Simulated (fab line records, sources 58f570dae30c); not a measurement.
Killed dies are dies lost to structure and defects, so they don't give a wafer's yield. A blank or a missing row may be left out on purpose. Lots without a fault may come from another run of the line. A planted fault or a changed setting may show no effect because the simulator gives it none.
A struck lot beside a sound one | flow berkeley_cmos170 | 33 steps out of a route of 331
Sound: wafers L719.2, L719.3, L719.5. Struck: wafers L721.4, L721.5, L721.6. The cause comes at the end.
At each step with rows: each side's tool, then ch and its chambers, then its first start. Under that, the readings that differ: sound wafers | struck wafers | difference of the means | sigmas: that difference in standard deviations of wafers without a fault.
alike: readings whose means differ by less than 2 such deviations, and words and numbers that are the same on both sides. not compared: withheld readings, readings that some wafer has no value for, bounds like >300 that may hide the same value, and numbers for which the record gives no deviation and whose values overlap.
The two part at a step that has a row with sigmas, a row that says differs or no value, or rows on one side only. Numbers that don't overlap but have no deviation are shown without sigmas and don't part them. A reading that every wafer of one side lacks parts them only if that side has two wafers or more.

first, 6 steps without rows for these wafers: UCB170_SDANNEAL_RTA_01 (time 5 s); UCB170_SILICIDE_PRE_CLEAN_00 (preclean etch time 60 s); UCB170_SILICIDE_SPUTTER_01 (material Ti, target thk 30 nm, time 25 s); UCB170_SILICIDE_RTA_04 (time 15 s); UCB170_SILICIDE_WET_ETCH_05 (etches Ti in SPM, time 45 s); UCB170_CONTACT_CLEAN_00 (cleans in SPM, time 600 s).
UCB170_CONTACT_CVD_01: deposits PSG from SiH4/O2/PH3, target thk 700 nm, time 2820 s.
  sound on lpcvd-01 ch 1, day 12 09:40; struck on lpcvd-02 ch 0, day 12 14:43
  reading                                 | sound           | struck            | difference | sigmas
  model.PSG_of_CONTACT_CVD_01.thk_nm (nm) | 696.2 701.5 703 | 611.9 610.1 602.5 | -92.1      |
UCB170_CONTACT_THK_MEAS_02:
  sound on film_metro-04, day 12 12:20; struck on film_metro-04, day 12 16:32
  reading              | sound       | struck      | difference | sigmas
  CONTACT_PSG_THK (nm) | 696 702 703 | 612 610 602 | -92        | -11
then, 13 steps without rows for these wafers: UCB170_CONTACT_HMDS_03 (prime time 60 s); UCB170_CONTACT_COAT_04 (resist thk 900 nm); UCB170_CONTACT_SOFTBAKE_05 (time 60 s); UCB170_CONTACT_STRIP_06 (strips in O2); UCB170_CONTACT_CLEAN_07 (cleans in SPM, time 600 s); UCB170_CONTACT_RTA_08 (time 10 s); UCB170_CONTACT_COAT_09; UCB170_CONTACT_COAT_10 (resist thk 900 nm); UCB170_CONTACT_SOFTBAKE_11 (time 60 s); UCB170_CONTACT_EXPOSE_12 (exposes mask CONT, target cd 700 nm); UCB170_CONTACT_PEB_13; UCB170_CONTACT_DEVELOP_14 (develop time 45 s); UCB170_CONTACT_ETCH_17 (etches BARC in N2/H2).
UCB170_CONTACT_ETCH_18: etches PSG in CHF3/CF4/Ar, stops on TiSi2, target depth 840 nm, time 195 s.
  sound on rie_diel-02 ch 1,2; struck on rie_diel-02 ch 0,1
  reading                             | sound             | struck            | difference | sigmas
  oes_product_au (a.u.)               | 0.907 0.879 0.914 | 0.833 0.832 0.842 | -0.064     | -5
  model.CONTACT.feature_depth_nm (nm) | 696.2 701.5 703   | 611.9 610.1 602.5 | -92.1      |
  model.etch.depth_nm (nm)            | 696.2 701.5 703   | 611.9 610.1 602.5 | -92.1      |
  alike: drypump_motor_current_A, mfc_ar_sccm, rf_fwd_power_W, throttle_valve_pct
  not compared: rf_hours_counter_h
then, 9 steps without rows for these wafers: UCB170_CONTACT_STRIP_19 (strips in O2); UCB170_CONTACT_CLEAN_20 (cleans in SPM, time 600 s); UCB170_M1_SPUTTER_00 (material Al, target thk 600 nm, time 80 s); UCB170_M1_COAT_03; UCB170_M1_COAT_04 (resist thk 900 nm); UCB170_M1_SOFTBAKE_05 (time 60 s); UCB170_M1_EXPOSE_06 (exposes mask METAL1, target cd 700 nm); UCB170_M1_PEB_07; UCB170_M1_DEVELOP_08 (develop time 45 s).
UCB170_M1_METAL_ETCH_12: etches Al in Cl2/BCl3, stops on PSG, target depth 780 nm, time 130 s.
  sound on rie_metal-03 ch 0,1, day 12 16:57; struck on rie_metal-02 ch 0,1, day 13 00:11
  reading                                 | sound           | struck          | difference | sigmas
  model.PSG_of_CONTACT_CVD_01.thk_nm (nm) | 659.7 663 666.5 | 574 572.3 563.9 | -93        |
  alike: drypump_motor_current_A, oes_product_au, rf_fwd_power_W, throttle_valve_pct
  not compared: rf_hours_counter_h
UCB170_M3_PROBE_99:
  sound on prober-02, day 13 08:26; struck on prober-01, day 13 12:50
  reading                                    | sound                      | struck            | difference | sigmas
  model.etest.field_p_metal.vt_v (V)         | -57.17 -59.4 -58.54        | -54.52 -54.62     | +3.80      |
  model.etest.field_n_metal.vt_v (V)         | 50.66 52.63 51.81          | 47.85 47.85       | -3.85      |
  model.etest.antenna_contact.vt_shift_v (V) | -0.01169 -0.01183 -0.01007 | -0.01693 -0.01491 | -0.00472   |

WHERE THEY PART
First at UCB170_CONTACT_THK_MEAS_02; last, within this record, at UCB170_CONTACT_ETCH_18. Later steps at which nothing parts them and some readings are alike: UCB170_M1_METAL_ETCH_12.

WHY: what the simulator had put in
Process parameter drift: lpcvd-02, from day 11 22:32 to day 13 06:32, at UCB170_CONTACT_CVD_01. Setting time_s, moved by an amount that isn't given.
